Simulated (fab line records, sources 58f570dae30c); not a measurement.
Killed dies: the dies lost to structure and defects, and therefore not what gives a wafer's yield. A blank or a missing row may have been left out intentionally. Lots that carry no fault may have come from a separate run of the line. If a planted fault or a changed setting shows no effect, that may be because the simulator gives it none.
What tool caused it? || flow berkeley-cmos170 || 7 lots with 21 wafers sampled at 2 steps, on a route of 331 steps

WHAT THE GAUGES SHOWED, per wafer
UCB170_V2_CD_MEAS_12: target cd 700 nm.
{"lot": "L737", "measured": "day 7 06:41", "on": "cd-sem-02", "cd-nm (nm)": "699.9 698.5 699.6"}
{"lot": "L740", "measured": "day 8 03:29", "on": "cd-sem-02", "cd-nm (nm)": "699.6 698.2 698.2"}
{"lot": "L743", "measured": "day 8 09:48", "on": "cd-sem-02", "cd-nm (nm)": "700.4 700.9 700.7"}
{"lot": "L747", "measured": "day 9 11:16", "on": "cd-sem-01", "cd-nm (nm)": "699.5 699.2 699.6"}
{"lot": "L749", "measured": "day 10 01:13", "on": "cd-sem-02", "cd-nm (nm)": "699.7 699.5 699.7"}
{"lot": "L751", "measured": "day 10 11:47", "on": "cd-sem-02", "cd-nm (nm)": "698.6 699.3 698.0"}
{"lot": "L752", "measured": "day 10 15:50", "on": "cd-sem-01", "cd-nm (nm)": "701.8 700.3 701.2"}

WHAT TOOL EACH LOT RAN ON (gives the tool, then ch and the chambers of the sampled wafers, and finally the start)
{"lot": "L737", "UCB170_CONTACT_CLEAN_07": "wet-bench-04 ch 0, day 6 15:26"}
{"lot": "L740", "UCB170_CONTACT_CLEAN_07": "wet-bench-04 ch 1, day 7 11:35"}
{"lot": "L743", "UCB170_CONTACT_CLEAN_07": "wet-bench-03 ch 3, day 7 16:42"}
{"lot": "L747", "UCB170_CONTACT_CLEAN_07": "wet-bench-04 ch 0, day 8 17:52"}
{"lot": "L749", "UCB170_CONTACT_CLEAN_07": "wet-bench-03 ch 3, day 9 08:45"}
{"lot": "L751", "UCB170_CONTACT_CLEAN_07": "wet-bench-03 ch 1, day 9 17:33"}
{"lot": "L752", "UCB170_CONTACT_CLEAN_07": "wet-bench-03 ch 2, day 10 01:02"}
- UCB170_CONTACT_CLEAN_07: cleans in SPM, time 600 s.

THE ANSWER, worked out from the rows above alone
Rule: what is usual is taken from the lots themselves. Put in order of their means at a reading, lots are off if they are a third of the lots or fewer, leave a main group of 4 or more, and stand apart from it by a gap of 3 or more times the standard deviation of the main group's means; of several such gaps the widest counts. If all means in a main group match to the digits the tables above print for the reading, that group is not used. Also off: a lot with no number at a reading for which 4 or more lots have one. Any other lot the step has rows for is counted as sound.
None of the lots is off at any reading shown; this tells nothing.

WHAT THE SIMULATOR HAD PUT IN
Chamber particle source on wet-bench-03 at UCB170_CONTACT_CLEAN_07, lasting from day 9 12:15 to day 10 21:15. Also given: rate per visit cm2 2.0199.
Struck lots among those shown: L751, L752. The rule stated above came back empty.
